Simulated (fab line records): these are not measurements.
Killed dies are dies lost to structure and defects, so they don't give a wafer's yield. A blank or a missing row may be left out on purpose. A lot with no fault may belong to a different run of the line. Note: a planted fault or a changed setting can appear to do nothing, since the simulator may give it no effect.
fab line records	flow rit-cmos
[record] lots = 6	wafers = 18	last-day = 7
route steps=202 shown SPACER@127 NSD@131 PSD@142 SDANNEAL@153
lots untouched by any fault: they come from a run of this same line in which no faults occurred
start-h: the number of hours between the record's first day and the start of the first shown wafer of the lot	wait-h: hours elapsed since this lot's preceding step	" identical to the entry in the row above	L1.1+2: one row covering several wafers at once	- no value, or no start was given	* or withheld: withheld	< > ~ a bound
route shown NAME@n: names a module that has steps shown in the file, with the first one's number in the route	usual: mean/standard deviation of fault-free wafers	same: alike in all rows	chamber/n: place in a boat	sites: readings site by site	_std_site: how widely they spread, as a standard deviation	_edge_site: the outer-site mean with the inner-site mean subtracted	radius-mm: how far each site lies from the wafer's centre	mask NAME#n: copy n	behind: tool/chamber where the wafer was last shaped	hold: reason for holding the lot/hours on hold/outcome of the hold	device: the n, p or np transistor that did not switch	end of line: the route-end tests of the same wafers	where a step has no rows: the recipe by itself	killed: not the wafer's yield, but the dies lost to structure and defects at the first sort	map: shows each die of a wafer: x if killed, . if not, _ if none is there
set.NAME: the setting the step ran with; set.NAME@STEP: the setting that earlier step ran with	model.NAME: the simulator's own value behind a step, which no gauge read
lots at selected steps of the route; one table per step, one row per wafer
services: when a tool's chamber went out of use (start-h, in hours from the record's first day, below 0 if earlier), for how many hours, and the reason
[[steps]]
[step RIT_SPACER_CLEAN_02]
[recipe] chemistry = SC2	mix = 3:3:50	time-s = 600	temp-c = 75	dry = n2-spin
[step RIT_SPACER_CVD_03]
[recipe] material = Si3N4	target-thk-nm = 250	temp-c = 810	precursor = SiH2Cl2/NH3	time-s = 3300	pressure-mtorr = 300	sih2cl2-flow-sccm = 60	nh3-flow-sccm = 150
[step RIT_SPACER_THK_MEAS_04]
[recipe] reads = Si3N4_of_SPACER_CVD_03
[usual] SPACER_NITRIDE_THK = 248.8/2.8
lot.wafer	tool	chamber	start-h	wait-h	SPACER_NITRIDE_THK[nm]
L326.3	film-metro-01	-	91.44	0.0	246.1
L326.4	"	-	"	"	246.3
L326.6	"	-	"	"	246.2
L334.3	film-metro-04	-	131.32	0.0	244.1
L334.4	"	-	"	"	243.7
L334.5	"	-	"	"	240.8
L335.2	film-metro-04	-	137.98	0.0	249.2
L335.5	"	-	"	"	247.5
L335.6	"	-	"	"	246.6
L337.1	film-metro-04	-	151.93	0.0	250.8
L337.2	"	-	"	"	248.9
L337.5	"	-	"	"	249.0
L339.3	film-metro-04	-	157.00	0.0	247.2
L339.4	"	-	"	"	245.9
L339.5	"	-	"	"	247.4
L340.1	film-metro-01	-	163.46	0.0	245.4
L340.5	"	-	"	"	245.9
L340.6	"	-	"	"	247.8
[step RIT_SPACER_ETCHBACK_05]
[recipe] target-depth-a = 2500	SF6_flow_sccm = 30	CHF3_flow_sccm = 30	target = Si3N4	chemistry = SF6/CHF3	pressure-mtorr = 40	rf-w = 250	time-s = 240	stop-on = SiO2
[usual] SF6_flow_sccm = 30.01/0.095	drypump-motor-current-A = 5.80/0.28	oes-product-au = 0.845/0.012	throttle-valve-pct = 10.27/0.12
lot.wafer	tool	chamber	start-h	wait-h	SF6_flow_sccm	drypump-motor-current-A	oes-product-au	rf-hours-counter-h	throttle-valve-pct
L326.3	rie-diel-04	3	91.48	0.0	30.11	5.35	0.854	93	10.40
L326.4	"	1	"	"	30.15	5.45	0.836	108	10.26
L326.6	"	1	"	"	30.08	5.45	0.839	-	10.27
L334.3	rie-diel-02	0	131.36	0.0	30.03	5.60	0.825	47	10.47
L334.4	"	3	"	"	29.91	6.25	0.834	40	10.41
L334.5	"	3	"	"	30.03	6.23	0.824	-	10.42
L335.2	rie-diel-02	2	138.03	0.0	30.07	5.83	0.854	139	10.12
L335.5	"	3	"	"	30.18	6.23	0.841	-	10.42
L335.6	"	2	"	"	30.12	5.92	0.845	-	10.13
L337.1	rie-diel-03	2	151.99	0.1	29.99	5.49	0.859	71	10.17
L337.2	"	1	"	"	29.92	6.23	0.841	4	10.23
L337.5	"	2	"	"	29.99	5.51	0.851	-	10.19
L339.3	rie-diel-03	1	157.04	0.0	30.03	6.22	0.831	4	10.24
L339.4	"	3	"	"	30.14	5.88	0.828	86	10.23
L339.5	"	3	"	"	29.95	5.86	0.827	-	10.24
L340.1	rie-diel-02	0	163.52	0.1	29.86	5.62	0.835	48	10.49
L340.5	"	2	"	"	30.01	5.86	0.851	-	10.13
L340.6	"	3	"	"	30.06	6.23	0.843	-	10.41
[step RIT_NSD_HMDS_00]
[recipe] prime-time-s = 60	prime-temp-c = 140
[step RIT_NSD_COAT_01]
[recipe] resist = NOVOLAK	spin-rpm = 3250	resist-thk-nm = 1000
[step RIT_NSD_SOFTBAKE_02]
[recipe] resist = NOVOLAK	temp-c = 90	time-s = 60
[step RIT_NSD_EXPOSE_03]
[recipe] mask-id = M9	na = 0.57	target-cd-nm = 40700	dose-mj = 250
[step RIT_NSD_PEB_04]
[recipe] resist = NOVOLAK	temp-c = withheld	time-s = withheld
[step RIT_NSD_DEVELOP_05]
[recipe] resist = NOVOLAK	develop-time-s = 50	dev-temp-c = 22.26
[step RIT_NSD_OVL_MEAS_06]
[usual] NSD_OVL = 2.1/1.4
lot.wafer	tool	chamber	start-h	wait-h	NSD_OVL[nm]
L326.3	overlay-01	-	92.49	-	1.7
L326.4	"	-	"	"	1.5
L326.6	"	-	"	"	0.5
L334.3	overlay-02	-	132.50	-	3.2
L334.4	"	-	"	"	2.9
L334.5	"	-	"	"	3.6
L335.2	overlay-02	-	139.03	-	5.0
L335.5	"	-	"	"	4.5
L335.6	"	-	"	"	4.7
L337.1	overlay-01	-	152.99	-	0.6
L337.2	"	-	"	"	-1.2
L337.5	"	-	"	"	0.3
L339.3	overlay-01	-	158.17	-	-0.5
L339.4	"	-	"	"	-1.6
L339.5	"	-	"	"	-0.8
L340.1	overlay-02	-	164.64	-	0.8
L340.5	"	-	"	"	0.8
L340.6	"	-	"	"	1.6
[step RIT_NSD_HARDBAKE_07]
[recipe] resist = NOVOLAK	temp-c = 140	time-s = 60
[step RIT_NSD_IMPLANT_08]
[recipe] species = P	energy-kev = 25	dose-cm2 = 9.903e+14	tilt-deg = 7
[usual] beam-energy-keV = 25.000/0.0078	beam-on-s = 10.03/0.19
lot.wafer	tool	chamber	start-h	wait-h	beam-energy-keV	beam-on-s
L326.3	implanter-03	0	92.72	0.1	25.006	10.14
L326.4	"	0	"	"	24.998	10.42
L326.6	"	0	"	"	24.993	10.13
L334.3	implanter-03	-	132.73	0.1	-	-
L334.4	"	-	"	"	-	-
L334.5	"	-	"	"	-	-
L335.2	implanter-04	-	139.24	0.1	-	-
L335.5	"	-	"	"	-	-
L335.6	"	-	"	"	-	-
L337.1	implanter-01	0	153.17	0.1	24.993	10.10
L337.2	"	0	"	"	25.002	10.41
L337.5	"	0	"	"	25.006	9.91
L339.3	implanter-04	0	158.40	0.1	25.008	9.91
L339.4	"	0	"	"	24.995	10.22
L339.5	"	0	"	"	25.007	9.95
L340.1	implanter-03	0	164.83	0.1	24.999	10.05
L340.5	"	0	"	"	25.012	9.95
L340.6	"	0	"	"	25.007	9.85
[step RIT_NSD_STRIP_09]
[recipe] chemistry = O2	time-s = 180	resist = NOVOLAK	platen-temp-c = withheld	power-w = 500	pressure-mtorr = 4000	o2-flow-sccm = 4000
[usual] drypump-motor-current-A = 5.32/0.25
lot.wafer	tool	chamber	start-h	wait-h	drypump-motor-current-A	rf-hours-counter-h
L326.3	plasma-asher-02	1	92.87	0.1	5.59	-
L326.4	"	0	"	"	4.99	-
L326.6	"	0	"	"	5.01	-
L334.3	plasma-asher-02	0	132.88	0.1	5.00	-
L334.4	"	1	"	"	5.62	-
L334.5	"	0	"	"	4.99	-
L335.2	plasma-asher-01	1	139.36	0.1	5.26	2
L335.5	"	0	"	"	5.36	-
L335.6	"	1	"	"	5.25	-
L337.1	plasma-asher-02	1	153.32	0.1	5.73	53
L337.2	"	0	"	"	5.01	53
L337.5	"	0	"	"	4.98	-
L339.3	plasma-asher-02	1	158.55	0.1	5.66	-
L339.4	"	0	"	"	4.97	-
L339.5	"	1	"	"	5.63	-
L340.1	plasma-asher-02	1	164.98	0.1	5.68	55
L340.5	"	1	"	"	5.63	-
L340.6	"	0	"	"	5.01	-
[step RIT_NSD_TW_MEAS_10]
[usual] NSD_TW = 3084/21
lot.wafer	tool	chamber	start-h	wait-h	NSD_TW
L326.3	film-metro-02	-	93.01	0.1	3055
L326.4	"	-	"	"	3059
L326.6	"	-	"	"	3041
L334.3	film-metro-03	-	133.02	0.1	30
L334.4	"	-	"	"	30
L334.5	"	-	"	"	30
L335.2	film-metro-02	-	139.55	0.1	30
L335.5	"	-	"	"	30
L335.6	"	-	"	"	30
L337.1	film-metro-03	-	153.50	0.1	3107
L337.2	"	-	"	"	3119
L337.5	"	-	"	"	3127
L339.3	film-metro-01	-	158.69	0.1	3055
L339.4	"	-	"	"	3045
L339.5	"	-	"	"	3072
L340.1	film-metro-02	-	165.16	0.1	3072
L340.5	"	-	"	"	3064
L340.6	"	-	"	"	3060
[step RIT_PSD_HMDS_00]
[recipe] prime-time-s = 60	prime-temp-c = 140
[step RIT_PSD_COAT_01]
[recipe] resist = NOVOLAK	spin-rpm = 3250	resist-thk-nm = 1000
[step RIT_PSD_SOFTBAKE_02]
[recipe] resist = NOVOLAK	temp-c = 90	time-s = 60
[step RIT_PSD_EXPOSE_03]
[recipe] mask-id = M10	na = 0.57	target-cd-nm = 40900	dose-mj = 250
[step RIT_PSD_PEB_04]
[recipe] resist = NOVOLAK	temp-c = withheld	time-s = withheld
[step RIT_PSD_DEVELOP_05]
[recipe] resist = NOVOLAK	develop-time-s = 50	dev-temp-c = 23
[step RIT_PSD_OVL_MEAS_06]
[usual] PSD_OVL = -0.5/1.3
lot.wafer	tool	chamber	start-h	wait-h	PSD_OVL[nm]
L326.3	overlay-02	-	93.91	-	0.6
L326.4	"	-	"	"	0.1
L326.6	"	-	"	"	1.5
L334.3	overlay-02	-	133.92	-	-1.7
L334.4	"	-	"	"	0.1
L334.5	"	-	"	"	-2.4
L335.2	overlay-01	-	140.45	-	-0.2
L335.5	"	-	"	"	-0.1
L335.6	"	-	"	"	-0.4
L337.1	overlay-01	-	154.59	-	-1.9
L337.2	"	-	"	"	-0.6
L337.5	"	-	"	"	-1.1
L339.3	overlay-01	-	159.72	-	-2.2
L339.4	"	-	"	"	-0.9
L339.5	"	-	"	"	-0.1
L340.1	overlay-01	-	166.07	-	-0.5
L340.5	"	-	"	"	-0.2
L340.6	"	-	"	"	0.8
[step RIT_PSD_HARDBAKE_07]
[recipe] resist = NOVOLAK	temp-c = 140	time-s = 60
[step RIT_PSD_IMPLANT_08]
[recipe] species = BF2	energy-kev = 27	dose-cm2 = 5e+15	tilt-deg = 7
[step RIT_PSD_STRIP_09]
[recipe] chemistry = O2	time-s = 180	resist = NOVOLAK	platen-temp-c = withheld	power-w = 500	pressure-mtorr = 4000	o2-flow-sccm = 4000
[usual] drypump-motor-current-A = 5.39/0.26
lot.wafer	tool	chamber	start-h	wait-h	drypump-motor-current-A	rf-hours-counter-h
L326.3	plasma-asher-01	0	94.29	0.1	5.38	-
L326.4	"	1	"	"	5.26	-
L326.6	"	0	"	"	5.35	-
L334.3	plasma-asher-03	0	134.31	0.1	5.94	-
L334.4	"	1	"	"	5.40	-
L334.5	"	0	"	"	5.96	-
L335.2	plasma-asher-01	1	140.78	0.1	5.26	2
L335.5	"	0	"	"	5.37	-
L335.6	"	1	"	"	5.25	-
L337.1	plasma-asher-01	0	154.93	0.1	5.36	4
L337.2	"	1	"	"	5.25	4
L337.5	"	0	"	"	5.38	-
L339.3	plasma-asher-01	1	160.10	0.1	5.26	-
L339.4	"	0	"	"	5.36	-
L339.5	"	0	"	"	5.36	-
L340.1	plasma-asher-01	0	166.40	0.1	5.39	6
L340.5	"	0	"	"	5.37	-
L340.6	"	1	"	"	5.25	-
[step RIT_PSD_TW_MEAS_10]
[usual] PSD_TW = 3386/23
lot.wafer	tool	chamber	start-h	wait-h	PSD_TW
L326.3	film-metro-03	-	94.43	0.1	3430
L326.4	"	-	"	"	3421
L326.6	"	-	"	"	3426
L334.3	film-metro-02	-	134.44	0.1	3374
L334.4	"	-	"	"	3375
L334.5	"	-	"	"	3369
L335.2	film-metro-01	-	140.97	0.1	3369
L335.5	"	-	"	"	3371
L335.6	"	-	"	"	3369
L337.1	film-metro-01	-	155.10	0.1	3354
L337.2	"	-	"	"	3370
L337.5	"	-	"	"	3385
L339.3	film-metro-03	-	160.24	0.1	3443
L339.4	"	-	"	"	3453
L339.5	"	-	"	"	3444
L340.1	film-metro-01	-	166.58	0.1	3371
L340.5	"	-	"	"	3366
L340.6	"	-	"	"	3395
[step RIT_SDANNEAL_CLEAN_00]
[recipe] chemistry = SC1	mix = 3:3:50	time-s = 600	temp-c = 75
[step RIT_SDANNEAL_CLEAN_01]
[recipe] chemistry = dHF	dilution = 50:1	time-s = 30
[step RIT_SDANNEAL_CLEAN_02]
[recipe] chemistry = SC2	mix = 3:3:50	time-s = 600	temp-c = 75	dry = n2-spin
[step RIT_SDANNEAL_RTA_03]
[recipe] temp-c = 1050	time-s = 5	idle-temp-c = 600	ramp-up-c-per-s = 342	ramp-down-c-per-s = 171	cool-to-c = 600	ambient = N2
[usual] ramp-up-c-per-s = 342.00/0.055	wafer_temp_C_max = 1053.7/1.2
lot.wafer	tool	chamber	start-h	wait-h	ramp-up-c-per-s	wafer_temp_C_max
L326.3	rtp-anneal-02	0	94.89	0.0	342.01	1052.5
L326.4	"	0	"	"	342.03	1056.3
L326.6	"	0	"	"	341.95	1055.0
L334.3	rtp-anneal-02	0	134.88	0.0	342.01	1054.0
L334.4	"	0	"	"	342.06	1053.5
L334.5	"	0	"	"	342.01	1052.1
L335.2	rtp-anneal-01	0	141.43	0.0	342.02	1053.7
L335.5	"	0	"	"	342.02	1053.7
L335.6	"	0	"	"	342.03	1054.0
L337.1	rtp-anneal-01	0	155.56	0.0	342.05	1051.9
L337.2	"	0	"	"	342.04	1052.8
L337.5	"	0	"	"	342.00	1055.6
L339.3	rtp-anneal-02	0	160.70	0.0	342.06	1052.2
L339.4	"	0	"	"	342.04	1051.0
L339.5	"	0	"	"	341.98	1054.4
L340.1	rtp-anneal-01	0	167.02	0.0	342.10	1053.5
L340.5	"	0	"	"	341.98	1056.1
L340.6	"	0	"	"	341.99	1053.2
[step RIT_SDANNEAL_RS_MEAS_04]
[recipe] thk-meas-gauge = four-point-probe
[usual] PSD_RS = 115.9/0.3
lot.wafer	tool	chamber	start-h	wait-h	PSD_RS[ohm/sq]
L326.3	film-metro-03	-	94.97	0.1	115.6
L326.4	"	-	"	"	115.7
L326.6	"	-	"	"	115.6
L334.3	film-metro-02	-	134.96	0.1	116.1
L334.4	"	-	"	"	115.7
L334.5	"	-	"	"	115.7
L335.2	film-metro-03	-	141.49	0.1	116.0
L335.5	"	-	"	"	116.1
L335.6	"	-	"	"	116.1
L337.1	film-metro-02	-	155.62	0.0	116.1
L337.2	"	-	"	"	116.1
L337.5	"	-	"	"	115.9
L339.3	film-metro-02	-	160.78	0.1	116.2
L339.4	"	-	"	"	115.8
L339.5	"	-	"	"	116.1
L340.1	film-metro-03	-	167.08	0.0	116.2
L340.5	"	-	"	"	116.1
L340.6	"	-	"	"	115.8
[step RIT_SDANNEAL_RS_MEAS_05]
[recipe] thk-meas-gauge = four-point-probe
[usual] NSD_RS = 85.23/0.26
lot.wafer	tool	chamber	start-h	wait-h	NSD_RS[ohm/sq]
L326.3	film-metro-03	-	95.09	0.1	85.35
L326.4	"	-	"	"	85.21
L326.6	"	-	"	"	85.45
L334.3	film-metro-02	-	135.08	0.1	133.42
L334.4	"	-	"	"	133.20
L334.5	"	-	"	"	133.30
L335.2	film-metro-03	-	141.61	0.1	132.87
L335.5	"	-	"	"	132.92
L335.6	"	-	"	"	132.94
L337.1	film-metro-02	-	155.74	0.1	85.33
L337.2	"	-	"	"	85.70
L337.5	"	-	"	"	85.49
L339.3	film-metro-02	-	160.90	0.1	85.42
L339.4	"	-	"	"	85.52
L339.5	"	-	"	"	85.39
L340.1	film-metro-03	-	167.20	0.1	85.39
L340.5	"	-	"	"	85.15
L340.6	"	-	"	"	85.53
[[services]]
tool	chamber	start-h	hours	kind
implanter-03	-	72.95	3.6	repair
rie-diel-02	-	74.91	2.8	pm
implanter-04	-	77.54	1.0	repair
plasma-asher-01	-	77.77	2.8	pm
implanter-04	-	81.70	2.8	repair
rie-diel-03	0	93.90	-	clean
rie-diel-03	0	93.90	16.7	scheduled-down
rie-diel-03	0	93.90	16.7	vent-cycle
plasma-asher-02	-	105.46	2.7	repair
plasma-asher-01	-	108.75	9.0	pm
plasma-asher-01	0	108.75	9.0	vent-cycle
plasma-asher-01	1	108.75	9.0	vent-cycle
rie-diel-04	0	110.72	3.3	repair
plasma-asher-01	0	117.75	-	clean
plasma-asher-01	1	117.75	-	clean
rie-diel-02	0	121.05	3.6	repair
implanter-03	-	135.18	6.8	repair
plasma-asher-03	-	142.47	3.9	repair
plasma-asher-02	-	143.78	2.8	repair
rtp-anneal-02	-	158.43	1.0	pm
implanter-01	-	164.15	4.4	pm
[[key]]
[first-sign] step = RIT_NSD_IMPLANT_08	reading = tool-record	direction = missing
[effect] step = RIT_NSD_TW_MEAS_10	reading = NSD_TW	direction = down	sigmas = 99+	usual = 3084	struck = 30
[effect] step = RIT_SDANNEAL_RS_MEAS_05	reading = NSD_RS	direction = up	sigmas = 99+	usual = 85.23	struck = 133.11
met-at RIT_NSD_IMPLANT_08
struck-wafers L334.3,L334.4,L334.5,L335.2,L335.5,L335.6
later-rows-left-out L334.3,L334.4,L334.5,L335.2,L335.5,L335.6
sort-left-out L334.3,L334.4,L334.5,L335.2,L335.5,L335.6
tester-left-out L334,L335
onset-between 92.72 132.73
[fault] kind = skipped-step-whole	tool = implanter-03,implanter-04	chamber = -	onset-h = 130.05	steps = RIT_NSD_IMPLANT_08	scope = struck-lots-only
// tester-left-out: of these lots the tester's yield and bins aren't shown, on N5 and GAA mostly nor the transistor test; their killed dies are dies lost to structure and defects alone, not to doping, threshold or leakage, so they don't give the yield
// sort-left-out: the simulated sort isn't trusted on such a fault, so these wafers' sort isn't shown, and their yield isn't known
// later-rows-left-out: the simulator's readings of these wafers behind a module that went badly wrong aren't trusted and aren't shown, but for the sort
